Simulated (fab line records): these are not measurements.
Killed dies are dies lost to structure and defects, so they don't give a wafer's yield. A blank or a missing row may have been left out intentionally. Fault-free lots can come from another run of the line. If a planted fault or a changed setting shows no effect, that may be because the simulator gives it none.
fab line records	flow rit_cmos
[record] lots = 6	wafers = 18	last_day = 7
route steps=202 shown CONTACT@172 M1@184
lots that met no fault: taken from a fault-free run of the same line
start_h: hours from the record's first day to the start of the lot's first wafer shown	wait_h: hours from the lot's prior step to this one	" same as the row above	L1.1+2: one row covering several wafers at once	- value missing, or start not given	* or withheld: withheld	< > ~ a bound
route shown NAME@n: NAME is a module with steps in the file, n the number in the route of the first one	usual: average and standard deviation across the fault-free wafers	same: alike in all rows	chamber/n: place in a boat	sites: the reading at each site	_std_site: their standard deviation	_edge_site: mean of outer sites minus mean of inner sites	radius_mm: for every site, how far away it sits from the centre of the wafer	mask NAME#n: copy n	behind: tool/chamber where the wafer was last shaped	hold: cause of the lot's hold/its duration in hours/its outcome	device: names the non-switching transistor (n, p or np)	end of line: tests of these same wafers at the route's end	a step given without rows: its recipe and nothing more	killed: not the wafer's yield, but the dies lost to structure and defects at the first sort	map: the dies of a wafer, with x for killed, . for not killed, _ for no die there
set.NAME: the setting as run; set.NAME@STEP: as run at that earlier step	model.NAME: the simulator's own value behind a step, which no gauge read
a table for each step, a row for each wafer; lots at some steps of the route
services: when a tool's chamber went out of use (start_h, in hours from the record's first day, below 0 if earlier), for how many hours, and the reason
[[steps]]
[step RIT_CONTACT_SOFTBAKE_04]
[recipe] resist = NOVOLAK	temp_c = 90	time_s = 60
[step RIT_CONTACT_EXPOSE_05]
[recipe] mask_id = M11	na = 0.6	source_shape = conventional	sigma_outer = 0.5	target_cd_nm = 1000	dose_mj = 250
[step RIT_CONTACT_PEB_06]
[recipe] resist = NOVOLAK	temp_c = withheld	time_s = withheld
[step RIT_CONTACT_DEVELOP_07]
[recipe] resist = NOVOLAK	develop_time_s = 120	dev_temp_c = 23
[step RIT_CONTACT_CD_MEAS_08]
[recipe] target_cd_nm = 1000
[usual] cd_nm = 999.8/2.4
lot.wafer	tool	chamber	start_h	wait_h	cd_nm
L673.1	cd_sem-01	-	70.04	-	1000.4
L673.2	"	-	"	"	999.4
L673.5	"	-	"	"	1003.0
L675.2	cd_sem-02	-	82.15	-	995.3
L675.3	"	-	"	"	997.5
L675.6	"	-	"	"	996.7
L676.2	cd_sem-01	-	82.62	-	1000.0
L676.4	"	-	"	"	1000.4
L676.6	"	-	"	"	998.2
L684.1	cd_sem-01	-	123.58	-	996.2
L684.2	"	-	"	"	995.8
L684.5	"	-	"	"	996.3
L685.2	cd_sem-01	-	129.64	-	1000.5
L685.4	"	-	"	"	1001.7
L685.5	"	-	"	"	1002.0
L693.1	cd_sem-01	-	167.22	-	1001.2
L693.2	"	-	"	"	997.9
L693.3	"	-	"	"	999.1
[step RIT_CONTACT_OVL_MEAS_09]
[usual] CONTACT_OVL = 0.6/1.1
lot.wafer	tool	chamber	start_h	wait_h	CONTACT_OVL[nm]
L673.1	overlay-01	-	70.16	0.1	1.1
L673.2	"	-	"	"	1.3
L673.5	"	-	"	"	2.1
L675.2	overlay-02	-	82.25	0.1	1.2
L675.3	"	-	"	"	-0.1
L675.6	"	-	"	"	0.8
L676.2	overlay-02	-	82.72	0.1	1.1
L676.4	"	-	"	"	0.1
L676.6	"	-	"	"	0.0
L684.1	overlay-01	-	123.70	0.1	2.6
L684.2	"	-	"	"	1.0
L684.5	"	-	"	"	1.5
L685.2	overlay-02	-	129.76	0.1	0.5
L685.4	"	-	"	"	-0.5
L685.5	"	-	"	"	0.4
L693.1	overlay-01	-	167.34	0.1	0.8
L693.2	"	-	"	"	-1.6
L693.3	"	-	"	"	-0.6
[step RIT_CONTACT_HARDBAKE_10]
[recipe] resist = NOVOLAK	temp_c = 140	time_s = 60
[step RIT_CONTACT_ETCH_11]
[recipe] target_depth_a = 4800	over_etch_frac = 0.2	stop_on = TiSi2	chemistry = CHF3/CF4/Ar	target = SiO2	CHF3_flow_sccm = 50	cf4_flow_sccm = 10	Ar_flow_sccm = 100	O2_flow_sccm = 5	pressure_mtorr = 100	rf_w = 200	time_s = 320
[usual] cf4_flow_sccm = 10.00/0.031	drypump_motor_current_A = 5.7/0.49	oes_product_au = 0.984/0.014	throttle_valve_pct = 8.83/0.12
lot.wafer	tool	chamber	start_h	wait_h	cf4_flow_sccm	drypump_motor_current_A	oes_product_au	rf_hours_counter_h	throttle_valve_pct
L673.1	rie_diel-04	2	70.34	0.1	9.94	6.0	0.957	5	8.62
L673.2	"	1	"	"	9.99	6.8	0.992	33	8.87
L673.5	"	1	"	"	10.03	6.8	0.985	-	8.87
L675.2	rie_diel-04	2	82.73	0.1	10.00	6.0	0.959	6	8.62
L675.3	"	0	"	"	9.99	5.3	0.994	54	8.74
L675.6	"	3	"	"	9.97	5.7	0.982	-	8.91
L676.2	rie_diel-02	1	82.90	0.1	9.99	5.6	0.989	4	8.71
L676.4	"	2	"	"	10.00	5.8	0.996	-	9.00
L676.6	"	3	"	"	10.03	6.3	0.979	-	8.65
L684.1	rie_diel-01	0	123.89	0.1	9.95	4.9	0.993	1	8.83
L684.2	"	2	"	"	10.03	5.0	0.993	76	8.77
L684.5	"	1	"	"	10.03	5.9	0.980	-	8.96
L685.2	rie_diel-01	0	130.26	0.1	10.04	4.9	1.000	1	8.85
L685.4	"	0	"	"	10.01	4.9	0.998	-	8.82
L685.5	"	3	"	"	10.03	5.6	0.967	-	8.89
L693.1	rie_diel-01	2	167.67	0.1	10.00	5.0	0.998	77	8.77
L693.2	"	0	"	"	9.97	4.9	0.994	2	8.84
L693.3	"	3	"	"	10.04	5.6	0.963	29	8.90
[step RIT_CONTACT_STRIP_12]
[recipe] chemistry = O2	time_s = 172.5	resist = NOVOLAK	platen_temp_c = withheld	power_w = 500	pressure_mtorr = 4000	o2_flow_sccm = 4000
[usual] drypump_motor_current_A = 5.6/0.36	o2_flow_sccm = 3999/12
lot.wafer	tool	chamber	start_h	wait_h	drypump_motor_current_A	o2_flow_sccm	rf_hours_counter_h
L673.1	plasma_asher-01	1	70.54	0.1	5.8	3999	36
L673.2	"	0	"	"	5.9	4015	36
L673.5	"	1	"	"	5.7	3999	-
L675.2	plasma_asher-03	0	82.92	0.1	5.2	3990	30
L675.3	"	0	"	"	5.2	3973	-
L675.6	"	1	"	"	5.1	4009	-
L676.2	plasma_asher-01	1	83.10	0.1	5.7	3986	38
L676.4	"	0	"	"	5.9	3999	-
L676.6	"	1	"	"	5.7	4009	-
L684.1	plasma_asher-04	0	124.08	0.1	6.0	3981	1
L684.2	"	1	"	"	6.0	4001	1
L684.5	"	1	"	"	5.9	3997	-
L685.2	plasma_asher-01	1	130.45	0.1	5.7	4024	43
L685.4	"	1	"	"	5.7	4010	-
L685.5	"	1	"	"	5.7	4022	-
L693.1	plasma_asher-03	1	167.87	0.1	5.1	3992	39
L693.2	"	0	"	"	5.2	4009	39
L693.3	"	0	"	"	5.2	4019	-
[step RIT_CONTACT_CD_MEAS_90]
[recipe] target_cd_nm = 1000
[usual] cd_nm = 999.9/2.4
lot.wafer	tool	chamber	start_h	wait_h	cd_nm
L673.1	cd_sem-02	-	70.71	0.1	1000.7
L673.2	"	-	"	"	999.7
L673.5	"	-	"	"	1003.3
L675.2	cd_sem-01	-	83.11	0.1	995.6
L675.3	"	-	"	"	997.3
L675.6	"	-	"	"	995.9
L676.2	cd_sem-01	-	83.29	0.1	1000.5
L676.4	"	-	"	"	1000.0
L676.6	"	-	"	"	998.8
L684.1	cd_sem-01	-	124.26	0.1	996.4
L684.2	"	-	"	"	995.8
L684.5	"	-	"	"	995.9
L685.2	cd_sem-02	-	130.65	0.1	1000.8
L685.4	"	-	"	"	1002.1
L685.5	"	-	"	"	1001.9
L693.1	cd_sem-02	-	168.04	0.1	1001.4
L693.2	"	-	"	"	997.3
L693.3	"	-	"	"	999.2
[step RIT_CONTACT_CLEAN_13]
[recipe] chemistry = SC1	mix = 3:3:50	time_s = 600	temp_c = 75
[step RIT_CONTACT_CLEAN_14]
[recipe] chemistry = SC2	mix = 3:3:50	time_s = 600	temp_c = 75	dry = n2_spin
[step RIT_M1_SPUTTER_00]
[recipe] material = Al	target_thk_nm = 400	power_w = 2000	chamber_pressure_pa = 0.4	gas = Ar	time_s = 500	substrate_temp_c = 25
[usual] cathode_dc_power_W = 2000.0/0.37	chamber_pressure_pa = 0.4001/0.00087	throttle_valve_pct = 30.0/1.1
lot.wafer	tool	chamber	start_h	wait_h	cathode_dc_power_W	chamber_pressure_pa	throttle_valve_pct
L673.1	pvd_sputter-04	-	71.18	0.0	1999.7	0.3997	32.9
L673.2	"	-	"	"	2000.2	0.3994	29.4
L673.5	"	-	"	"	1999.7	0.4007	29.2
L675.2	pvd_sputter-03	-	83.63	0.0	-	-	-
L675.3	"	-	"	"	-	-	-
L675.6	"	-	"	"	-	-	-
L676.2	pvd_sputter-02	-	83.77	0.0	-	-	-
L676.4	"	-	"	"	-	-	-
L676.6	"	-	"	"	-	-	-
L684.1	pvd_sputter-02	-	124.74	0.0	2000.2	0.3996	32.7
L684.2	"	-	"	"	2000.1	0.4004	30.1
L684.5	"	-	"	"	1999.6	0.3995	29.0
L685.2	pvd_sputter-03	-	131.29	0.0	2000.0	0.3994	29.9
L685.4	"	-	"	"	1999.9	0.4002	29.3
L685.5	"	-	"	"	2000.0	0.4002	29.5
L693.1	pvd_sputter-04	-	168.74	0.0	2000.0	0.3995	32.8
L693.2	"	-	"	"	2000.1	0.3982	30.9
L693.3	"	-	"	"	1999.9	0.4008	29.4
[step RIT_M1_RS_MEAS_01]
[recipe] thk_meas_gauge = four-point-probe	reads = Al_of_M1_SPUTTER_00
[usual] M1_AL_RS = 0.0735/0.00081
lot.wafer	tool	chamber	start_h	wait_h	M1_AL_RS[ohm/sq]
L673.1	film_metro-03	-	71.51	0.2	0.0724
L673.2	"	-	"	"	0.0733
L673.5	"	-	"	"	0.0742
L675.2	film_metro-03	-	83.95	0.2	-
L675.3	"	-	"	"	-
L675.6	"	-	"	"	-
L676.2	film_metro-04	-	84.09	0.2	-
L676.4	"	-	"	"	-
L676.6	"	-	"	"	-
L684.1	film_metro-03	-	125.04	0.1	0.0756
L684.2	"	-	"	"	0.0731
L684.5	"	-	"	"	0.0742
L685.2	film_metro-04	-	131.60	0.2	0.0741
L685.4	"	-	"	"	0.0731
L685.5	"	-	"	"	0.0743
L693.1	film_metro-03	-	169.03	0.1	0.0723
L693.2	"	-	"	"	0.0738
L693.3	"	-	"	"	0.0730
[step RIT_M1_THK_MEAS_02]
[recipe] thk_meas_gauge = xrf	reads = Al_of_M1_SPUTTER_00
[usual] M1_AL_THK = 394/5
lot.wafer	tool	chamber	start_h	wait_h	M1_AL_THK[nm]
L673.1	film_metro-03	-	71.63	0.1	402
L673.2	"	-	"	"	395
L673.5	"	-	"	"	392
L675.2	film_metro-03	-	84.06	0.1	<1
L675.3	"	-	"	"	<1
L675.6	"	-	"	"	<1
L676.2	film_metro-04	-	84.20	0.1	<0
L676.4	"	-	"	"	<0
L676.6	"	-	"	"	<0
L684.1	film_metro-03	-	125.16	0.1	385
L684.2	"	-	"	"	397
L684.5	"	-	"	"	389
L685.2	film_metro-04	-	131.71	0.1	395
L685.4	"	-	"	"	400
L685.5	"	-	"	"	394
L693.1	film_metro-03	-	169.15	0.1	401
L693.2	"	-	"	"	393
L693.3	"	-	"	"	399
[step RIT_M1_HMDS_03]
[recipe] prime_time_s = 60	prime_temp_c = 140
[step RIT_M1_COAT_04]
[recipe] resist = NOVOLAK	spin_rpm = 2000	resist_thk_nm = 1300
[step RIT_M1_SOFTBAKE_05]
[recipe] resist = NOVOLAK	temp_c = 90	time_s = 60
[step RIT_M1_EXPOSE_06]
[recipe] mask_id = M12	na = 0.6	source_shape = conventional	sigma_outer = 0.5	target_cd_nm = 2600	dose_mj = 250
[step RIT_M1_PEB_07]
[recipe] resist = NOVOLAK	temp_c = withheld	time_s = withheld
[step RIT_M1_DEVELOP_08]
[recipe] resist = NOVOLAK	develop_time_s = 69.05	dev_temp_c = 23
[step RIT_M1_CD_MEAS_09]
[recipe] target_cd_nm = 2600
[usual] cd_nm = 2600.4/2.2
lot.wafer	tool	chamber	start_h	wait_h	cd_nm
L673.1	cd_sem-01	-	72.69	-	2598.0
L673.2	"	-	"	"	2600.0
L673.5	"	-	"	"	2599.7
L675.2	cd_sem-01	-	85.01	-	2599.8
L675.3	"	-	"	"	2599.7
L675.6	"	-	"	"	2598.7
L676.2	cd_sem-01	-	85.28	-	2602.6
L676.4	"	-	"	"	2602.5
L676.6	"	-	"	"	2603.5
L684.1	cd_sem-01	-	126.10	-	2602.4
L684.2	"	-	"	"	2601.6
L684.5	"	-	"	"	2600.4
L685.2	cd_sem-01	-	132.66	-	2600.7
L685.4	"	-	"	"	2602.8
L685.5	"	-	"	"	2602.4
L693.1	cd_sem-02	-	170.09	-	2603.9
L693.2	"	-	"	"	2603.5
L693.3	"	-	"	"	2604.2
[step RIT_M1_OVL_MEAS_10]
[usual] M1_OVL = 0.6/1.3
lot.wafer	tool	chamber	start_h	wait_h	M1_OVL[nm]
L673.1	overlay-02	-	72.81	0.1	2.4
L673.2	"	-	"	"	2.9
L673.5	"	-	"	"	2.6
L675.2	overlay-02	-	85.11	0.1	0.5
L675.3	"	-	"	"	1.9
L675.6	"	-	"	"	0.7
L676.2	overlay-01	-	85.39	0.1	0.1
L676.4	"	-	"	"	1.2
L676.6	"	-	"	"	1.5
L684.1	overlay-01	-	126.22	0.1	0.9
L684.2	"	-	"	"	-0.4
L684.5	"	-	"	"	2.0
L685.2	overlay-01	-	132.77	0.1	1.1
L685.4	"	-	"	"	1.9
L685.5	"	-	"	"	2.4
L693.1	overlay-02	-	170.21	0.1	0.6
L693.2	"	-	"	"	0.5
L693.3	"	-	"	"	-0.6
[step RIT_M1_HARDBAKE_11]
[recipe] resist = NOVOLAK	temp_c = 140	time_s = 120
[step RIT_M1_METAL_ETCH_12]
[recipe] stop_on = SiO2	chemistry = Cl2/BCl3	target = Al	time_s = 165	over_etch_frac = 0.5	pressure_mtorr = 100	target_depth_a = 6000	rf_w = 250	Cl2_flow_sccm = 60	bcl3_flow_sccm = 50
[usual] drypump_motor_current_A = 5.9/0.36	mfc_cl2_sccm = 60.00/0.2	oes_product_au = 0.781/0.02	throttle_valve_pct = 8.22/0.052
lot.wafer	tool	chamber	start_h	wait_h	drypump_motor_current_A	mfc_cl2_sccm	oes_product_au	rf_hours_counter_h	throttle_valve_pct
L673.1	rie_metal-01	1	73.10	0.2	5.7	60.27	0.791	38	8.27
L673.2	"	0	"	"	6.2	60.15	0.759	34	8.21
L673.5	"	0	"	"	6.2	60.01	0.760	-	8.20
L675.2	rie_metal-02	0	85.39	0.2	6.4	60.29	0.333	3	8.34
L675.3	"	1	"	"	6.0	60.10	0.329	-	8.29
L675.6	"	0	"	"	6.4	60.24	0.335	-	8.33
L676.2	rie_metal-01	1	85.67	0.2	5.7	60.05	0.334	38	8.33
L676.4	"	1	"	"	5.7	59.93	0.332	-	8.36
L676.6	"	1	"	"	5.6	60.09	0.326	-	8.35
L684.1	rie_metal-02	0	126.50	0.2	6.4	60.05	0.760	3	8.26
L684.2	"	1	"	"	6.0	59.91	0.745	3	8.23
L684.5	"	0	"	"	6.4	60.19	0.777	-	8.28
L685.2	rie_metal-01	0	133.05	0.2	6.2	60.06	0.759	35	8.22
L685.4	"	0	"	"	6.2	60.06	0.770	-	8.21
L685.5	"	0	"	"	6.2	60.09	0.756	-	8.22
L693.1	rie_metal-03	0	170.50	0.2	5.4	59.85	0.814	2	8.13
L693.2	"	1	"	"	6.0	59.52	0.799	2	8.20
L693.3	"	1	"	"	6.0	59.65	0.806	-	8.21
[step RIT_M1_STRIP_13]
[recipe] chemistry = nmp	resist = NOVOLAK	temp_c = 80	time_s = 600	dry = n2_spin
[step RIT_M1_PROBE_99]
[usual] defect_limited_yield = 97.5/1.1	killed_at_M0_to_M3 = 0/0	killed_at_contacts = 0.1/0.23	killed_at_front_end = 6.6/2.8	killed_dies = 6.6/2.8	killed_on_rim = 1.8/1.4	killed_open = 3.3/2	killed_short = 3.2/1.7	sort_bin_3_pad_short = 0.1/0.18	sort_bin_5_function = 1.4/0.84	sort_bin_6_memory = 1.0/0.64	sort_n_pass = 257.4/2.8	sort_yield_pct = 97.5/1.1
[same] gross_dies = 264	killed_at_M4_up = 0	killed_at_back_side = 0	killed_at_other = 0
lot.wafer	tool	chamber	start_h	wait_h	defect_limited_yield[%]	killed_at_M0_to_M3	killed_at_contacts	killed_at_front_end	killed_dies	killed_on_rim	killed_open	killed_short	sort_bin_3_pad_short[%]	sort_bin_5_function[%]	sort_bin_6_memory[%]	sort_n_pass	sort_yield_pct[%]
L673.1	prober-02	-	76.41	0.1	97.0	0	0	8	8	2	6	2	0	1.5	1.5	256.0	97.0
L673.2	prober-02	-	76.46	0.1	97.0	0	0	8	8	2	6	2	0	2.7	0.4	256.0	97.0
L673.5	prober-02	-	76.61	0.2	97.3	0	0	7	7	2	4	3	0	0.4	2.3	257.0	97.3
L675.2	prober-02	-	87.79	0.1	0	262	0	2	264	70	2	0	22.0	76.1	1.9	0	0
L675.3	prober-02	-	87.84	0.2	0	262	0	2	264	70	1	1	27.7	69.3	3.0	0	0
L675.6	prober-02	-	87.99	0.2	0	260	1	3	264	70	3	1	23.9	71.2	4.9	0	0
L676.2	prober-01	-	89.29	0.1	0	262	0	2	264	70	1	1	25.0	70.5	4.5	0	0
L676.4	prober-01	-	89.39	0.2	0	264	0	0	264	70	0	0	28.4	68.6	3.0	0	0
L676.6	prober-01	-	89.49	0.2	0	264	0	0	264	70	0	0	26.9	70.5	2.7	0	0
L684.1	prober-01	-	128.75	0.1	97.7	0	0	6	6	4	4	2	0	1.1	1.1	258.0	97.7
L684.2	prober-01	-	128.80	0.1	98.1	0	0	5	5	0	3	2	0	0.8	1.1	259.0	98.1
L684.5	prober-01	-	128.95	0.2	98.5	0	0	4	4	0	2	2	0.4	0.8	0.4	260.0	98.5
L685.2	prober-02	-	135.35	0.1	97.7	0	1	5	6	2	4	2	0	1.5	0.8	258.0	97.7
L685.4	prober-02	-	135.45	0.2	97.7	0	0	6	6	3	2	4	0	1.5	0.8	258.0	97.7
L685.5	prober-02	-	135.50	0.2	98.5	0	0	4	4	0	0	4	0.4	0	1.1	260.0	98.5
L693.1	prober-02	-	172.94	0.1	97.0	0	1	7	8	0	4	4	0	1.1	1.9	256.0	97.0
L693.2	prober-02	-	172.99	0.1	98.5	0	0	4	4	1	1	3	0	1.1	0.4	260.0	98.5
L693.3	prober-02	-	173.04	0.2	96.6	0	0	9	9	2	3	6	0	2.3	1.1	255.0	96.6
// killed by level:class
L673.1 REOX:geometric_particle:open=3 GATE:geometric_particle:open=2 FOX1:geometric_particle:short=1 FOX1:geometric_particle:open=1 REOX:geometric_particle:short=1
L673.2 GATE:geometric_particle:open=4 GATE:geometric_particle:short=2 SPACER:geometric_particle:open=1 SILICIDE:geometric_particle:open=1
L673.5 GATE:geometric_particle:open=4 GATE:geometric_particle:short=3
L675.2 M1:lost_pattern=261 GATE:geometric_particle:open=1 SPACER:geometric_particle:open=1 M1:area_sputter=1
L675.3 M1:lost_pattern=262 FOX1:geometric_particle:open=1 REOX:geometric_particle:short=1
L675.6 M1:lost_pattern=258 FOX1:geometric_particle:open=2 M1:area_sputter=2 SPACER:geometric_particle:short=1 CONTACT:geometric_particle:open=1
L676.2 M1:lost_pattern=261 GATE:geometric_particle:open=1 GATE:geometric_particle:short=1 M1:area_sputter=1
L676.4 M1:lost_pattern=264
L676.6 M1:lost_pattern=263 M1:area_sputter=1
L684.1 GATE:geometric_particle:open=3 SPACER:geometric_particle:short=2 REOX:geometric_particle:open=1
L684.2 FOX2:geometric_particle:open=2 SPACER:geometric_particle:short=2 REOX:geometric_particle:open=1
L684.5 FOX1:geometric_particle:short=1 FOX1:geometric_particle:open=1 FOX2:geometric_particle:open=1 FOX2:geometric_particle:short=1
L685.2 FOX1:geometric_particle:short=1 FOX1:geometric_particle:open=1 FOX2:geometric_particle:open=1 REOX:geometric_particle:open=1 SPACER:geometric_particle:short=1 CONTACT:geometric_particle:open=1
L685.4 FOX1:geometric_particle:short=2 FOX1:geometric_particle:open=1 SPACER:geometric_particle:short=1 SILICIDE:geometric_particle:short=1 SILICIDE:geometric_particle:open=1
L685.5 FOX1:geometric_particle:short=2 FOX2:geometric_particle:short=1 SILICIDE:geometric_particle:short=1
L693.1 GATE:geometric_particle:open=2 REOX:geometric_particle:short=2 FOX1:geometric_particle:open=1 FOX2:geometric_particle:short=1 GATE:geometric_particle:short=1 CONTACT:geometric_particle:open=1
L693.2 SILICIDE:geometric_particle:short=2 FOX1:geometric_particle:open=1 GATE:geometric_particle:short=1
L693.3 GATE:geometric_particle:short=2 REOX:geometric_particle:short=2 FOX1:geometric_particle:short=1 FOX2:geometric_particle:open=1 GATE:geometric_particle:open=1 SILICIDE:geometric_particle:short=1 SILICIDE:geometric_particle:open=1
// map L675.2 (x killed, . not)
________xxxxxxx_______
_____xxxxxxxxxxxxx____
____xxxxxxxxxxxxxxx___
___xxxxxxxxxxxxxxxxx__
__xxxxxxxxxxxxxxxxxxx_
__xxxxxxxxxxxxxxxxxxx_
_xxxxxxxxxxxxxxxxxxxxx
_xxxxxxxxxxxxxxxxxxxxx
_xxxxxxxxxxxxxxxxxxxxx
_xxxxxxxxxxxxxxxxxxxxx
__xxxxxxxxxxxxxxxxxxx_
__xxxxxxxxxxxxxxxxxxx_
___xxxxxxxxxxxxxxxxx__
____xxxxxxxxxxxxxxx___
_____xxxxxxxxxxxxx____
________xxxxxxx_______
// map L676.2 (x killed, . not)
________xxxxxxx_______
_____xxxxxxxxxxxxx____
____xxxxxxxxxxxxxxx___
___xxxxxxxxxxxxxxxxx__
__xxxxxxxxxxxxxxxxxxx_
__xxxxxxxxxxxxxxxxxxx_
_xxxxxxxxxxxxxxxxxxxxx
_xxxxxxxxxxxxxxxxxxxxx
_xxxxxxxxxxxxxxxxxxxxx
_xxxxxxxxxxxxxxxxxxxxx
__xxxxxxxxxxxxxxxxxxx_
__xxxxxxxxxxxxxxxxxxx_
___xxxxxxxxxxxxxxxxx__
____xxxxxxxxxxxxxxx___
_____xxxxxxxxxxxxx____
________xxxxxxx_______
[[services]]
tool	chamber	start_h	hours	kind
plasma_asher-03	-	52.89	14.6	pm
rie_diel-01	0	72.34	-	clean
rie_diel-01	0	72.34	-	consumable_replace:esc
rie_diel-01	0	72.34	20.8	scheduled_down
rie_diel-01	0	72.34	20.8	vent_cycle
rie_diel-02	0	81.92	9.5	repair
rie_diel-01	1	86.22	10.6	repair
rie_diel-04	2	87.08	5.0	repair
rie_metal-03	1	89.01	12.3	repair
rie_metal-01	-	103.40	14.6	pm
plasma_asher-04	-	108.75	9.0	pm
plasma_asher-04	0	108.75	9.0	vent_cycle
plasma_asher-04	1	108.75	9.0	vent_cycle
plasma_asher-04	0	117.75	-	clean
plasma_asher-04	1	117.75	-	clean
rie_diel-01	2	127.12	22.4	repair
plasma_asher-01	-	134.42	1.8	repair
rie_metal-01	-	136.12	20.0	pm
rie_metal-01	0	136.12	20.0	vent_cycle
rie_metal-01	1	136.12	20.0	vent_cycle
rie_metal-01	0	156.12	-	clean
rie_metal-01	1	156.12	-	clean
pvd_sputter-04	-	164.15	2.6	repair
rie_diel-01	-	164.62	2.1	repair
[[key]]
[first_sign] step = RIT_M1_SPUTTER_00	reading = tool_record	direction = missing
[effect] step = RIT_M1_RS_MEAS_01	reading = M1_AL_RS	direction = missing
[effect] step = RIT_M1_THK_MEAS_02	reading = M1_AL_THK	direction = down	sigmas = 78	usual = 394	struck = <1
[effect] step = RIT_M1_METAL_ETCH_12	reading = oes_product_au	direction = down	sigmas = 22	usual = 0.781	struck = 0.332
[effect] step = RIT_M1_PROBE_99	reading = killed_at_M0_to_M3	direction = up	sigmas = 99+	usual = 0	struck = 262.3
met_at RIT_M1_SPUTTER_00
struck_wafers L675.2,L675.3,L675.6,L676.2,L676.4,L676.6
later_rows_left_out L675.2,L675.3,L675.6,L676.2,L676.4,L676.6
[fault] kind = skipped_step_whole	tool = pvd_sputter-02,pvd_sputter-03	chamber = -	onset_h = 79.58	steps = RIT_M1_SPUTTER_00	scope = struck_lots_only
// later_rows_left_out: the simulator's readings of these wafers behind a module that went badly wrong aren't trusted and aren't shown, but for the sort
